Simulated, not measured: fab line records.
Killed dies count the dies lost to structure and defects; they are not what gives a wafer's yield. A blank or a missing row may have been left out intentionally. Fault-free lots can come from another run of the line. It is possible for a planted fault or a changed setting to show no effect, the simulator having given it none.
fab line records	flow berkeley_cmos170
[record] lots = 12	wafers = 36	last_day = 12
route steps=331 shown GATE@130 NLDD@164 PSD@182
lots that met no fault: taken from a fault-free run of the same line
start_h: hours from the record's first day to the start of the lot's first wafer shown	wait_h: how many hours have passed since the lot's step before this one	" the same as in the row above	L1.1+2: a single row standing in for several wafers	- no value present, or no start provided	* or withheld: withheld	< > ~ a bound
route shown NAME@n: NAME is a module with steps in the file, n the number in the route of the first one	usual: mean/standard deviation of fault-free wafers	same: alike in all rows	chamber/n: place in a boat	sites: per-site readings	_std_site: standard deviation across them	_edge_site: mean of outer sites minus mean of inner sites	radius_mm: for every site, how far away it sits from the centre of the wafer	mask NAME#n: copy n	behind: the most recent tool/chamber to have shaped the wafer	hold: why the lot went on hold/how many hours it stayed there/how the hold came to an end	device: which transistor (n, p or np) failed to switch	end of line: the tests these same wafers got at the end of their route	for a step that has no rows: nothing shown but its recipe	killed: dies lost to structure and defects at the first sort, not the wafer's yield	map: dies across one wafer; x = killed, . = not, _ = none there
set.NAME: setting as actually run; set.NAME@STEP: the setting as run at that earlier step	model.NAME: the simulator's own value behind a step, which no gauge read
the route's steps for a sample of lots (tables are steps, rows are wafers)
services: when a tool's chamber went out of use (start_h, in hours from the record's first day, below 0 if earlier), for how many hours, and the reason
[[steps]]
[step UCB170_GATE_CVD_04]
[recipe] material = poly-Si	temp_c = 610	precursor = SiH4	time_s = 1440	pressure_mtorr = 375	target_thk_nm = 214	sih4_flow_sccm = 120
[usual] pressure_mtorr = 374.9/0.66	spike_tc_source_C = 629.4/1.1
[same] time_s = 1440
lot.wafer	tool	chamber	start_h	wait_h	pressure_mtorr	spike_tc_source_C
L253.1	lpcvd-02	1	130.46	0.0	376.7	628.8
L253.3	"	1	"	"	375.7	629.3
L253.5	"	1	"	"	375.8	628.3
L254.2	lpcvd-02	0	130.46	0.0	374.9	628.6
L254.3	"	0	"	"	374.7	627.4
L254.5	"	0	"	"	376.0	630.6
L255.3	lpcvd-02	0	130.46	0.0	376.1	627.8
L255.4	"	0	"	"	375.3	630.3
L255.6	"	0	"	"	375.0	629.6
L256.2	lpcvd-02	1	130.46	0.0	374.5	628.3
L256.4	"	1	"	"	375.2	628.7
L256.5	"	1	"	"	375.1	627.9
L257.3	lpcvd-02	0	152.09	1.4	561.6	629.0
L257.4	"	0	"	"	562.6	630.2
L257.6	"	0	"	"	562.6	629.7
L258.1	lpcvd-02	1	152.09	1.4	562.1	629.4
L258.2	"	1	"	"	563.4	630.3
L258.3	"	1	"	"	562.9	629.3
L270.2	lpcvd-01	0	203.91	0.0	374.5	629.1
L270.5	"	0	"	"	375.2	628.3
L270.6	"	0	"	"	375.8	629.7
L271.3	lpcvd-01	0	203.91	0.0	374.4	629.5
L271.5	"	0	"	"	375.2	629.4
L271.6	"	0	"	"	374.8	629.6
L272.1	lpcvd-01	1	203.91	0.0	375.1	629.9
L272.4	"	1	"	"	374.9	629.8
L272.6	"	1	"	"	374.4	629.1
L274.2	lpcvd-01	0	229.69	0.0	375.6	630.4
L274.3	"	0	"	"	375.0	630.8
L274.6	"	0	"	"	375.2	629.5
L275.1	lpcvd-01	0	229.69	0.0	375.1	629.8
L275.4	"	0	"	"	374.0	628.3
L275.5	"	0	"	"	375.8	629.0
L276.2	lpcvd-01	1	244.49	0.0	374.1	628.4
L276.3	"	1	"	"	374.5	628.8
L276.4	"	1	"	"	374.6	628.0
[step UCB170_GATE_THK_MEAS_05]
[recipe] reads = poly-Si_of_GATE_CVD_04
[usual] GATE_POLY_THK = 213.9/2
lot.wafer	tool	chamber	start_h	wait_h	hold	GATE_POLY_THK[nm]
L253.1	film_metro-02	-	131.86	0.0	-	215.2
L253.3	"	-	"	"	-	214.2
L253.5	"	-	"	"	-	214.3
L256.2	film_metro-01	-	131.87	0.0	-	214.7
L256.4	"	-	"	"	-	213.7
L256.5	"	-	"	"	-	213.6
L255.3	film_metro-04	-	131.88	0.0	-	213.4
L255.4	"	-	"	"	-	214.4
L255.6	"	-	"	"	-	212.8
L254.2	film_metro-01	-	131.93	0.1	-	215.2
L254.3	"	-	"	"	-	218.1
L254.5	"	-	"	"	-	217.1
L258.1	film_metro-01	-	153.49	0.0	await_dispo/0.2h/release	263.1
L258.2	"	-	"	"	await_dispo/0.2h/release	261.0
L258.3	"	-	"	"	await_dispo/0.2h/release	262.2
L258.1	film_metro-01	-	153.72	0.2	-	263.5
L258.2	"	-	"	"	-	260.9
L258.3	"	-	"	"	-	262.0
L257.3	film_metro-02	-	153.51	0.0	await_dispo/0.2h/release	260.9
L257.4	"	-	"	"	await_dispo/0.2h/release	261.5
L257.6	"	-	"	"	await_dispo/0.2h/release	260.8
L257.3	film_metro-02	-	153.74	0.2	-	260.8
L257.4	"	-	"	"	-	261.6
L257.6	"	-	"	"	-	261.1
L272.1	film_metro-01	-	205.31	0.0	-	214.2
L272.4	"	-	"	"	-	211.9
L272.6	"	-	"	"	-	213.3
L270.2	film_metro-04	-	205.32	0.0	-	214.3
L270.5	"	-	"	"	-	215.8
L270.6	"	-	"	"	-	214.8
L271.3	film_metro-02	-	205.33	0.0	-	211.6
L271.5	"	-	"	"	-	212.0
L271.6	"	-	"	"	-	212.7
L275.1	film_metro-02	-	231.09	0.0	-	216.9
L275.4	"	-	"	"	-	216.9
L275.5	"	-	"	"	-	215.4
L274.2	film_metro-04	-	231.10	0.0	-	216.4
L274.3	"	-	"	"	-	213.9
L274.6	"	-	"	"	-	212.8
L276.2	film_metro-01	-	246.60	0.0	-	214.6
L276.3	"	-	"	"	-	215.7
L276.4	"	-	"	"	-	214.7
[step UCB170_GATE_ETCH_15]
[recipe] chemistry = HBr/Cl2	target = poly-Si	stop_on = SiO2	over_etch_frac = 0.3	icp_w = 300	bias_w = 150	time_s = 56.3	pressure_mtorr = 15	HBr_flow_sccm = 150	Cl2_flow_sccm = 50	target_depth_a = 2782
[usual] HBr_flow_sccm = 150.0/0.52	drypump_motor_current_A = 5.8/0.43	oes_product_au = 0.827/0.015	rf_fwd_power_W = 297.6/1.1	throttle_valve_pct = 26.47/0.2
[same] over_etch_frac = 0.3	time_s = 56.3
lot.wafer	tool	chamber	start_h	wait_h	HBr_flow_sccm	drypump_motor_current_A	oes_product_au	rf_fwd_power_W	rf_hours_counter_h	throttle_valve_pct
L256.2	rie_si-02	1	132.96	-	149.5	6.3	0.859	297.6	26	26.36
L256.4	"	2	"	"	150.7	5.6	0.825	298.0	1	26.69
L256.5	"	3	"	"	149.7	5.9	0.826	299.4	-	26.30
L253.1	rie_si-01	0	133.23	-	150.6	6.0	0.831	298.5	1	26.41
L253.3	"	1	"	"	149.5	5.6	0.842	297.1	119	26.60
L253.5	"	1	"	"	150.0	5.6	0.853	296.5	-	26.60
L255.3	rie_si-02	0	133.35	-	150.5	6.3	0.801	296.6	82	26.20
L255.4	"	3	"	"	149.9	5.9	0.825	298.6	1	26.31
L255.6	"	0	"	"	149.9	6.3	0.800	297.4	-	26.21
L254.2	rie_si-01	1	133.56	-	149.9	5.6	0.852	296.6	119	26.61
L254.3	"	3	"	"	149.4	5.5	0.832	295.2	46	26.39
L254.5	"	1	"	"	150.1	5.7	0.862	296.9	-	26.59
L257.3	rie_si-01	0	160.37	-	149.5	6.0	0.949	297.9	1	26.42
L257.4	"	2	"	"	148.9	4.9	0.947	297.7	52	26.81
L257.6	"	1	"	"	150.3	5.6	0.973	296.9	-	26.61
L258.1	rie_si-02	3	160.37	-	151.7	5.9	0.954	297.0	1	26.28
L258.2	"	2	"	"	150.8	5.6	0.950	297.7	1	26.71
L258.3	"	1	"	"	150.7	6.3	0.970	298.1	26	26.37
L272.1	rie_si-01	3	206.41	-	150.1	5.5	0.825	296.3	46	26.40
L272.4	"	2	"	"	150.1	4.9	0.811	297.5	52	26.82
L272.6	"	0	"	"	150.1	6.0	0.835	298.9	-	26.40
L271.3	rie_si-02	1	206.65	-	149.2	6.3	0.850	297.9	26	26.36
L271.5	"	3	"	"	150.3	5.9	0.814	297.3	-	26.30
L271.6	"	0	"	"	149.9	6.3	0.801	296.0	-	26.21
L270.2	rie_si-01	1	206.89	-	149.3	5.6	0.830	299.3	0	26.56
L270.5	"	2	"	"	150.3	4.9	0.839	295.4	-	26.83
L270.6	"	1	"	"	149.8	5.6	0.837	297.9	-	26.60
L274.2	rie_si-01	2	233.52	-	150.2	4.9	0.839	297.3	52	26.83
L274.3	"	1	"	"	149.2	5.7	0.827	297.8	0	26.57
L274.6	"	1	"	"	149.2	5.7	0.826	298.8	-	26.60
L275.1	rie_si-02	3	233.79	-	149.4	5.9	0.836	299.1	2	26.30
L275.4	"	1	"	"	150.0	6.3	0.849	297.7	26	26.37
L275.5	"	3	"	"	150.2	5.9	0.828	297.6	-	26.28
L276.2	rie_si-02	0	248.14	-	150.5	6.3	0.803	297.1	82	26.20
L276.3	"	3	"	"	151.6	5.9	0.832	298.4	2	26.30
L276.4	"	2	"	"	150.1	5.6	0.821	299.8	2	26.69
[step UCB170_NLDD_CD_MEAS_06]
[recipe] target_cd_nm = 1200
[usual] cd_nm = 1199.8/1.3
lot.wafer	tool	chamber	start_h	wait_h	cd_nm
L256.2	cd_sem-02	-	136.56	-	1198.6
L256.4	"	-	"	"	1198.3
L256.5	"	-	"	"	1198.0
L253.1	cd_sem-01	-	136.82	-	1198.8
L253.3	"	-	"	"	1199.7
L253.5	"	-	"	"	1198.6
L255.3	cd_sem-02	-	137.13	-	1197.4
L255.4	"	-	"	"	1197.6
L255.6	"	-	"	"	1198.7
L254.2	cd_sem-02	-	137.47	-	1202.6
L254.3	"	-	"	"	1202.0
L254.5	"	-	"	"	1200.6
L257.3	cd_sem-01	-	165.43	-	1198.0
L257.4	"	-	"	"	1199.9
L257.6	"	-	"	"	1199.4
L258.1	cd_sem-02	-	190.97	-	1198.8
L258.2	"	-	"	"	1199.7
L258.3	"	-	"	"	1199.0
L272.1	cd_sem-01	-	210.60	-	1199.6
L272.4	"	-	"	"	1198.0
L272.6	"	-	"	"	1199.1
L271.3	cd_sem-02	-	211.19	-	1198.9
L271.5	"	-	"	"	1200.6
L271.6	"	-	"	"	1197.7
L270.2	cd_sem-01	-	211.45	-	1198.8
L270.5	"	-	"	"	1198.2
L270.6	"	-	"	"	1197.9
L274.2	cd_sem-01	-	239.61	-	1200.9
L274.3	"	-	"	"	1200.9
L274.6	"	-	"	"	1199.4
L275.1	cd_sem-01	-	239.98	-	1200.8
L275.4	"	-	"	"	1201.8
L275.5	"	-	"	"	1201.2
L276.2	cd_sem-01	-	251.59	-	1200.0
L276.3	"	-	"	"	1199.1
L276.4	"	-	"	"	1198.6
[step UCB170_PSD_OVL_MEAS_07]
[usual] PSD_OVL = -1/5.5
lot.wafer	tool	chamber	start_h	wait_h	PSD_OVL[nm]
L256.2	overlay-01	-	143.55	0.1	-9
L256.4	"	-	"	"	-11
L256.5	"	-	"	"	-9
L253.1	overlay-02	-	143.82	0.1	0
L253.3	"	-	"	"	-1
L253.5	"	-	"	"	2
L255.3	overlay-02	-	144.00	0.1	6
L255.4	"	-	"	"	-2
L255.6	"	-	"	"	1
L254.2	overlay-02	-	144.27	0.1	-3
L254.3	"	-	"	"	-9
L254.5	"	-	"	"	-9
L257.3	overlay-01	-	170.48	0.1	1
L257.4	"	-	"	"	-3
L257.6	"	-	"	"	-10
L258.1	overlay-01	-	195.69	0.1	-6
L258.2	"	-	"	"	0
L258.3	"	-	"	"	-1
L272.1	overlay-01	-	217.60	0.1	0
L272.4	"	-	"	"	-2
L272.6	"	-	"	"	-6
L270.2	overlay-02	-	217.88	0.1	-9
L270.5	"	-	"	"	-5
L270.6	"	-	"	"	-11
L271.3	overlay-01	-	218.59	0.1	-1
L271.5	"	-	"	"	-4
L271.6	"	-	"	"	3
L274.2	overlay-01	-	245.77	0.1	12
L274.3	"	-	"	"	8
L274.6	"	-	"	"	2
L275.1	overlay-01	-	246.07	0.1	-5
L275.4	"	-	"	"	-1
L275.5	"	-	"	"	-6
L276.2	overlay-01	-	258.41	0.1	1
L276.3	"	-	"	"	-7
L276.4	"	-	"	"	-6
[step UCB170_PSD_STRIP_09]
[recipe] chemistry = O2	power_w = 400	pressure_mtorr = 3500	platen_temp_c = withheld	o2_flow_sccm = 400	overash_fraction = 0.5
[usual] drypump_motor_current_A = 5.96/0.3	oes_product_au = 0.600/0.0044	strip_time_to_endpoint_s = 29.41/0.075
lot.wafer	tool	chamber	start_h	wait_h	drypump_motor_current_A	oes_product_au	rf_hours_counter_h	strip_time_to_endpoint_s
L256.2	plasma_asher-01	1	143.73	0.1	5.51	0.601	45	29.57
L256.4	"	1	"	"	5.51	0.599	-	29.55
L256.5	"	1	"	"	5.48	0.604	-	29.57
L253.1	plasma_asher-02	0	144.00	0.1	5.52	0.593	32	29.47
L253.3	"	0	"	"	5.51	0.591	-	29.45
L253.5	"	0	"	"	5.49	0.597	-	29.47
L255.3	plasma_asher-03	1	144.21	0.1	6.29	0.599	-	29.50
L255.4	"	0	"	"	6.09	0.601	-	29.48
L255.6	"	0	"	"	6.07	0.606	-	29.54
L254.2	plasma_asher-02	0	144.45	0.1	5.51	0.601	32	29.37
L254.3	"	1	"	"	6.17	0.599	-	29.52
L254.5	"	1	"	"	6.18	0.598	-	29.40
L257.3	plasma_asher-03	1	170.68	0.1	6.26	0.603	-	29.50
L257.4	"	0	"	"	6.07	0.598	-	29.51
L257.6	"	1	"	"	6.28	0.596	-	29.42
L258.1	plasma_asher-02	1	195.88	0.1	6.18	0.599	35	29.44
L258.2	"	0	"	"	5.50	0.603	35	29.48
L258.3	"	1	"	"	6.19	0.600	-	29.43
L272.1	plasma_asher-01	1	217.78	0.1	5.54	0.598	50	29.36
L272.4	"	0	"	"	6.07	0.603	-	29.39
L272.6	"	0	"	"	6.04	0.601	-	29.37
L270.2	plasma_asher-03	0	218.06	0.1	6.12	0.608	12	29.45
L270.5	"	1	"	"	6.28	0.599	-	29.43
L270.6	"	0	"	"	6.08	0.599	-	29.38
L271.3	plasma_asher-01	0	218.80	0.1	6.03	0.594	-	29.32
L271.5	"	1	"	"	5.54	0.601	-	29.34
L271.6	"	0	"	"	6.02	0.611	-	29.34
L274.2	plasma_asher-03	0	245.95	0.1	6.06	0.600	15	29.28
L274.3	"	1	"	"	6.27	0.597	-	29.30
L274.6	"	1	"	"	6.23	0.597	-	29.36
L275.1	plasma_asher-01	0	246.25	0.1	6.08	0.599	54	29.48
L275.4	"	0	"	"	6.06	0.597	-	29.41
L275.5	"	1	"	"	5.51	0.598	-	29.50
L276.2	plasma_asher-03	1	258.59	0.1	6.27	0.601	17	29.36
L276.3	"	0	"	"	6.09	0.594	-	29.31
L276.4	"	1	"	"	6.24	0.607	-	29.34
[[services]]
tool	chamber	start_h	hours	kind
plasma_asher-03	-	108.75	9.0	pm
plasma_asher-03	0	108.75	9.0	vent_cycle
plasma_asher-03	1	108.75	9.0	vent_cycle
plasma_asher-03	0	117.75	-	clean
plasma_asher-03	1	117.75	-	clean
rie_si-01	-	135.85	14.6	pm
lpcvd-02	-	159.42	2.8	pm
plasma_asher-01	-	161.52	28.1	pm
rie_si-01	1	177.73	-	clean
rie_si-01	1	177.73	22.9	scheduled_down
rie_si-01	1	177.73	22.9	vent_cycle
rie_si-01	-	190.32	0.3	repair
plasma_asher-03	-	219.57	4.3	repair
rie_si-01	-	224.67	4.3	pm
lpcvd-02	-	230.52	2.9	repair
[[key]]
[first_sign] step = UCB170_GATE_CVD_04	reading = pressure_mtorr	direction = up	sigmas = 99+	usual = 374.9	struck = 562.5
[effect] step = UCB170_GATE_THK_MEAS_05	reading = visit	direction = added
[effect] step = UCB170_GATE_THK_MEAS_05	reading = GATE_POLY_THK	direction = up	sigmas = 24	usual = 213.9	struck = 261.6
[effect] step = UCB170_GATE_ETCH_15	reading = oes_product_au	direction = up	sigmas = 8.9	usual = 0.827	struck = 0.957	through = control_loop
met_at UCB170_GATE_CVD_04
struck_lots L257,L258
rows_end L258.1,L258.2,L258.3
sort_left_out L257.3,L257.4,L257.6
tester_left_out L257
[loop_trim] step = UCB170_GATE_EXPOSE_09	setting = dose	lots = L258
not_acting_at UCB170_NLDD_CD_MEAS_06,UCB170_PSD_OVL_MEAS_07,UCB170_PSD_STRIP_09
onset_between 130.46 152.09
[fault] kind = process_parameter_drift	tool = lpcvd-02	chamber = -	onset_h = 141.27	steps = UCB170_GATE_CVD_04	channel = pressure_mtorr	offset = 187.5	shape = step	end_h = 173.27	acts_in = these_recipes_only	stated = 375
// tester_left_out: of these lots the tester's yield and bins aren't shown, on N5 and GAA mostly nor the transistor test; their killed dies are dies lost to structure and defects alone, not to doping, threshold or leakage, so they don't give the yield
// sort_left_out: the simulated sort isn't trusted on such a fault, so these wafers' sort isn't shown, and their yield isn't known
// rows_end: these wafers met a further fault down the route, and their rows from its step on are left out
// loop_trim: a control loop set the setting to another value than it would have without faults
